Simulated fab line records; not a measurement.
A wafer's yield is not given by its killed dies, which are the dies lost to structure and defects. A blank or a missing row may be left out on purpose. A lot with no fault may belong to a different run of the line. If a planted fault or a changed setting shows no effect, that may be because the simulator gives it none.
Which of the tools did it?	flow berkeleyCmos170	Sampling: 12 lots, 36 wafers, 3 of 331 route steps

## WHAT THE GAUGES SHOWED, per wafer
UCB170_M2_OVL_MEAS_16. Usual: M2_OVL typically reads 6 nm, with standard deviation 5.9.
lot	measured	on	M2_OVL (nm)	flag
L270	day 8 09:40	overlay-01	4 2 -2	
L271	day 8 18:22	overlay-02	-5 -1 -1	
L272	day 8 18:07	overlay-02	7 7 6	
L273	day 9 12:37	overlay-01	2 10 5	
L274	day 9 12:44	overlay-02	-1 2 2	
L276	day 10 14:49	overlay-02	3 11 12	
L279	day 10 14:16	overlay-02	11 8 14	
L280	day 10 13:04	overlay-02	-1 -2 2	
L282	day 10 14:41	overlay-02	5 -1 6	
L286	day 12 04:47	overlay-02	9 13 13	
L287	day 12 03:16	overlay-02	6 19 17	
L288	day 12 04:32	overlay-01	1 1 4	

## EACH LOT AND THE TOOL THAT RAN IT (in order: tool; ch and the chambers of the sampled wafers; start)
lot	UCB170_NWELL_CVD_04	UCB170_V1_STRIP_15
L270	lpcvd-02 ch 1, day 2 01:26	plasmaAsher-02 ch 0,1, day 8 07:08
L271	lpcvd-01 ch 1, day 2 10:47	plasmaAsher-01 ch 0,1, day 8 15:56
L272	lpcvd-02 ch 0, day 2 20:59	plasmaAsher-04 ch 0,1, day 8 15:44
L273	lpcvd-01 ch 1, day 3 04:02	plasmaAsher-04 ch 0,1, day 9 10:08
L274	lpcvd-02 ch 0, day 3 08:05	plasmaAsher-01 ch 0,1, day 9 10:26
L276	lpcvd-01 ch 0, day 3 19:43	plasmaAsher-04 ch 0,1, day 10 11:49
L279	lpcvd-02 ch 0, day 4 07:27	plasmaAsher-04 ch 0,1, day 10 11:30
L280	lpcvd-02 ch 1, day 4 13:13	plasmaAsher-02 ch 0,1, day 10 09:31
L282	lpcvd-02 ch 0, day 4 21:44	plasmaAsher-02 ch 0,1, day 10 11:36
L286	lpcvd-01 ch 1, day 5 23:00	plasmaAsher-01 ch 0,1, day 12 01:50
L287	lpcvd-01 ch 1, day 5 23:00	plasmaAsher-02 ch 0,1, day 12 00:27
L288	lpcvd-01 ch 1, day 5 23:00	plasmaAsher-02 ch 0,1, day 12 01:46
- UCB170_NWELL_CVD_04: deposits Si3N4 from SiH2Cl2/NH3, target thk 224 nm, time 3360 s.
- UCB170_V1_STRIP_15: strips in O2.

## AS READ BY THE TOOLS THEMSELVES (means over the sampled wafers that have a number; for cases with no such wafer, the mark the record gives instead)
UCB170_NWELL_CVD_04. Usual: pressureMtorr 200.0 mTorr, standard deviation 0.43; zonePowerSourcePct 21.5 %, standard deviation 2.
lot	tool	pressureMtorr (mTorr)	zonePowerSourcePct (%)	flag
L270	lpcvd-02	200.0	20.7	
L271	lpcvd-01	200.4	19.6	
L272	lpcvd-02	200.5	24.1	
L273	lpcvd-01	199.7	19.5	
L274	lpcvd-02	199.7	24.6	
L276	lpcvd-01	200.2	19.0	
L279	lpcvd-02	200.4	24.2	
L280	lpcvd-02	200.1	20.6	
L282	lpcvd-02	199.5	24.1	
L286	lpcvd-01	199.9	19.5	
L287	lpcvd-01	199.3	19.3	
L288	lpcvd-01	199.8	19.4	

UCB170_V1_STRIP_15. Usual: drypumpMotorCurrentA 5.6 A, standard deviation 0.68; oesProductAu 0.721 a.u., standard deviation 0.0049; stripTimeToEndpointS 15.10 s, standard deviation 0.15.
lot	tool	drypumpMotorCurrentA (A)	oesProductAu (a.u.)	stripTimeToEndpointS (s)	flag
L270	plasmaAsher-02	5.4	0.719	15.08	
L271	plasmaAsher-01	5.2	0.719	15.09	
L272	plasmaAsher-04	6.6	0.719	15.01	
L273	plasmaAsher-04	6.6	0.720	15.16	
L274	plasmaAsher-01	5.2	0.717	15.17	
L276	plasmaAsher-04	6.6	0.720	15.22	
L279	plasmaAsher-04	6.6	0.721	15.28	
L280	plasmaAsher-02	5.4	0.718	15.02	
L282	plasmaAsher-02	5.0	0.724	14.94	
L286	plasmaAsher-01	5.2	0.722	15.31	
L287	plasmaAsher-02	5.4	0.723	15.17	
L288	plasmaAsher-02	5.4	0.720	15.09	

## THE ANSWER, worked out from the rows above alone
Rule: a lot is off if the mean of its wafers that have a number lies more than 3 standard deviations from the usual mean. Also off: a lot with no number at a reading for which 4 or more lots have one. All remaining lots with rows at the step are treated as sound. Order of review: gauges by route order, followed by the tools' own readings, for which a lot's mean as printed above is used. At the first step where some lot is off, the reading lying furthest off is the one used; lots without a number count as furthest.
Nothing can be told from this: no lot is off at any reading shown.

## WHAT HAD BEEN PUT IN BY THE SIMULATOR
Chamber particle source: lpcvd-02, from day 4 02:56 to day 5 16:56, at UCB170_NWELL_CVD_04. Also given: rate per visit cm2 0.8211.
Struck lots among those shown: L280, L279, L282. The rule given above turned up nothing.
